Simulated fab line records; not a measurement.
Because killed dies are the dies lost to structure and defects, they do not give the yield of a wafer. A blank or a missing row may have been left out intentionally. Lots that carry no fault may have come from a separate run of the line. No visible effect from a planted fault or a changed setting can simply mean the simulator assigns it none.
Lot-split experiment -- flow rit-cmos -- route with 202 steps; 5 lots, 23 wafers read

== THE SPLIT ITSELF ==
At RIT_SILICIDE_SPUTTER_01 (material Ti, target thk 30 nm, time 240 s), the setting power-w was moved away from the recipe's 350 W on 12 of the 23 wafers read, by -9.0% to +10.7%. The other wafers ran this setting at the recipe's value.

== SPLIT TO READING: what lies between them in the file, 1 step ==
- RIT_SILICIDE_RS_MEAS_02: measures by four-point-probe

== THE READING ==
SILICIDE_TI_THK, in nm, at RIT_SILICIDE_THK_MEAS_03 (measures by xrf). Typical for fault-free wafers on this fab line: 30.4 nm, with standard deviation 0.36 nm.

wafer,"tool, chamber at the split","power-w as run, W",against the recipe,"SILICIDE_TI_THK, nm",against lot-mates on the recipe
L075.1,"pvd-sputter-02, -",350,recipe,30.1,-
L075.2,"pvd-sputter-02, -",318.6,-9.0%,27.7,-2.6
L075.3,"pvd-sputter-02, -",318.6,-9.0%,27.6,-2.6
L075.4,"pvd-sputter-02, -",350,recipe,30.4,-
L075.5,"pvd-sputter-02, -",318.6,-9.0%,27.2,-3.1
L077.1,"pvd-sputter-02, -",387.4,+10.7%,33.7,+3.6
L077.3,"pvd-sputter-02, -",350,recipe,30.1,-
L077.4,"pvd-sputter-02, -",350,recipe,30.1,-
L077.5,"pvd-sputter-02, -",387.4,+10.7%,33.4,+3.3
L077.6,"pvd-sputter-02, -",387.4,+10.7%,33.7,+3.6
L078.1,"pvd-sputter-03, -",350,recipe,30.4,-
L078.2,"pvd-sputter-03, -",382.6,+9.3%,33.3,+2.8
L078.3,"pvd-sputter-03, -",382.6,+9.3%,33.3,+2.8
L078.5,"pvd-sputter-03, -",350,recipe,30.6,-
L078.6,"pvd-sputter-03, -",382.6,+9.3%,33.2,+2.7
L080.1,"pvd-sputter-03, -",350,recipe,30.5,-
L080.2,"pvd-sputter-03, -",350,recipe,30.0,-
L080.6,"pvd-sputter-03, -",350,recipe,30.0,-
L084.1,"pvd-sputter-03, -",334.6,-4.4%,30.0,-1.1
L084.3,"pvd-sputter-03, -",350,recipe,31.2,-
L084.4,"pvd-sputter-03, -",334.6,-4.4%,29.6,-1.5
L084.5,"pvd-sputter-03, -",350,recipe,31.1,-
L084.6,"pvd-sputter-03, -",334.6,-4.4%,29.9,-1.2

FIT RESULTS
A straight line over all 23 wafers: SILICIDE_TI_THK changes by +0.295 nm for each +1% of power-w; r = +0.98; the points scatter about the line by 0.42 nm.
The same after taking each lot's own level away (the mean of its wafers on the recipe; 23 wafers): +0.311 nm for each +1%; r = +1.00; scatter 0.18 nm.
The reading moves by 3.3 nm for the largest change in power-w, on that fit.
Measured against the standard deviation above, the lots' own levels, which go from 30.10 to 31.15 nm, span 2.9 times it.
The two slopes are in agreement: the lot-to-lot level therefore moves the slope only a little.
Check: for one of the wafers moved furthest among these (+10.7%), held out of the fit, the line's prediction against its lot-mates is +3.29 nm. It came out at +3.6 nm against them.

== OTHER SPLITS APPLIED TO THESE WAFERS ==
These wafers also went through other splits before the reading. Each is held against what the fit with the lots' levels taken away leaves over:
other split on the same wafers,wafers away from the commonest value,r with SILICIDE_TI_THK (lot level and that fit taken away)
RIT_NRETRO_COAT_01 spin-rpm,6,-0.02
RIT_NRETRO_SOFTBAKE_02 temp-c,9,+0.19
RIT_PRETRO_IMPLANT_08 dose-cm2,8,-0.13
RIT_GATE_COAT_11 spin-rpm,10,-0.34
RIT_GATE_DEVELOP_15 dev-temp-c,8,-0.15
RIT_PSD_COAT_01 resist-thk-nm,10,+0.29
RIT_PSD_IMPLANT_08 dose-cm2,6,-0.29
RIT_SDANNEAL_CLEAN_01 time-s,15,+0.03

== THE WHOLE CHAIN: every reading that the file lists as answering this split, in the file's order ==
step,what it does,reading,change (the file's fit),r (the file's)
RIT_SILICIDE_SPUTTER_01,"material Ti, target thk 30 nm, time 240 s","Ti_of_SILICIDE_SPUTTER_01.thk-nm (the simulator's own value, which no gauge read)",+0.305 nm for each +1% of the setting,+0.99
RIT_SILICIDE_RS_MEAS_02,measures by four-point-probe,SILICIDE_TI_RS,-0.584 for each +1% of the setting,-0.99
RIT_SILICIDE_THK_MEAS_03,measures by xrf,SILICIDE_TI_THK,+0.31 for each +1% of the setting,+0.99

== FILE'S OWN FIT ==
SILICIDE_TI_THK changes by +0.31 nm for each +1% of power-w, r = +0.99.
